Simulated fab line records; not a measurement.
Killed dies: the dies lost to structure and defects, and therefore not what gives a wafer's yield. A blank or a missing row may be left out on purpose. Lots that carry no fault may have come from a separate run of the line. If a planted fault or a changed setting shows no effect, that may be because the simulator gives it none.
Chamber matching / flow berkeley-cmos170 / UCB170_V2_CVD_00 on pecvd-01: 3 sister chambers
The step deposits SiO2 from TEOS/O2, target thk 2000 nm, time 250 s. 6 wafers are shown with their chamber, then 10 later ones without.

== WAFERS WITH THEIR CHAMBER ==
wafer=L084.3; chamber=0; heater-power-w (W)=255
wafer=L084.4; chamber=1; heater-power-w (W)=164
wafer=L084.5; chamber=2; heater-power-w (W)=312
wafer=L084.6; chamber=0; heater-power-w (W)=210
wafer=L091.2; chamber=2; heater-power-w (W)=318
wafer=L091.3; chamber=1; heater-power-w (W)=192

== WAFERS WHOSE CHAMBER IS MISSING ==
wafer=L091.6; heater-power-w (W)=239
wafer=L095.2; heater-power-w (W)=247
wafer=L095.5; heater-power-w (W)=291
wafer=L095.6; heater-power-w (W)=227
wafer=L097.1; heater-power-w (W)=227
wafer=L097.2; heater-power-w (W)=285
wafer=L097.3; heater-power-w (W)=261
wafer=L097.4; heater-power-w (W)=320
wafer=L097.5; heater-power-w (W)=209
wafer=L097.6; heater-power-w (W)=158

== WHICH CHAMBER EACH ONE RAN IN ==
wafer=L091.6; from the rows above=0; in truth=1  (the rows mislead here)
wafer=L095.2; from the rows above=0; in truth=0
wafer=L095.5; from the rows above=can't be placed: 2 or 0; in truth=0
wafer=L095.6; from the rows above=can't be placed: 0 or 1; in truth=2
wafer=L097.1; from the rows above=can't be placed: 0 or 1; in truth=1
wafer=L097.2; from the rows above=can't be placed: 2 or 0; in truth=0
wafer=L097.3; from the rows above=can't be placed: 0 or 2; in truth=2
wafer=L097.4; from the rows above=2; in truth=2
wafer=L097.5; from the rows above=can't be placed: 0 or 1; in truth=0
wafer=L097.6; from the rows above=1; in truth=1
Correctly placed: 3 of 10. Cannot be placed on the basis of these rows: 6; the candidates contain the true chamber in 5. 1 placed wrongly.
How it was worked out, from the rows above alone: a wafer's distance from a chamber is the root of the sum, over the readings, of the square of ((its reading less the chamber's mean) divided by the reading's scatter). If the next closest chamber is less than 2 further off than the closest, the wafer can't be placed; otherwise it belongs to the closest. For every chamber, the mean is computed from those of its wafers that are shown. The scatter is the square root of a quotient: the sum, over the shown wafers, of each reading's squared deviation from its chamber's mean, divided by wafers minus chambers.
